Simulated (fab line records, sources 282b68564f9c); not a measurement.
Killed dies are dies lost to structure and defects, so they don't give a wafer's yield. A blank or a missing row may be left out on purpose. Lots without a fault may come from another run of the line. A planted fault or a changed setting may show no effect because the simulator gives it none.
Which tool did it? | flow rit_cmos | 7 lots, 21 wafers sampled, at 2 steps of a route of 202

WHAT THE GAUGES READ, wafer by wafer
RIT_M1_CD_MEAS_90: target cd 2600 nm.
lot  | measured    | on        | cd_nm (nm)
L269 | day 3 15:43 | cd_sem-02 | 2600.9 2593.8 2599.5
L273 | day 4 11:16 | cd_sem-01 | 2601.0 2598.5 2598.1
L275 | day 5 00:41 | cd_sem-01 | 2603.3 2601.7 2603.4
L281 | day 6 07:11 | cd_sem-01 | 2599.2 2596.7 2597.3
L284 | day 6 17:43 | cd_sem-02 | 2598.5 2597.1 2598.7
L288 | day 7 16:26 | cd_sem-02 | 2596.4 2601.4 2599.0
L291 | day 8 06:59 | cd_sem-02 | 2595.5 2593.2 2595.7

WHICH TOOL RAN EACH LOT (tool, then ch and the chambers of the sampled wafers, then the start)
lot  | RIT_M1_METAL_ETCH_12
L269 | rie_metal-01 ch 0,1, day 3 15:14
L273 | rie_metal-02 ch 0,1, day 4 10:45
L275 | rie_metal-01 ch 0,1, day 5 00:10
L281 | rie_metal-01 ch 0, day 6 06:39
L284 | rie_metal-02 ch 0, day 6 17:11
L288 | rie_metal-01 ch 0,1, day 7 15:55
L291 | rie_metal-04 ch 0,1, day 8 06:29
- RIT_M1_METAL_ETCH_12: etches Al in Cl2/BCl3, stops on SiO2, time 165 s, target depth 600 nm.

THE ANSWER, worked out from the rows above alone
Rule: what is usual is taken from the lots themselves. Put in order of their means at a reading, lots are off if they are a third of the lots or fewer, leave a main group of 4 or more, and stand apart from it by a gap of 3 or more times the standard deviation of the main group's means; of several such gaps the widest counts. A main group whose means are all the same, to the digits that the tables above print for the reading, isn't used. A lot without any number at a reading at which 4 lots or more have one is off too. The other lots that the step has rows for count as sound.
No lot is off at any reading shown: from this, nothing can be told.

WHAT THE SIMULATOR HAD PUT IN
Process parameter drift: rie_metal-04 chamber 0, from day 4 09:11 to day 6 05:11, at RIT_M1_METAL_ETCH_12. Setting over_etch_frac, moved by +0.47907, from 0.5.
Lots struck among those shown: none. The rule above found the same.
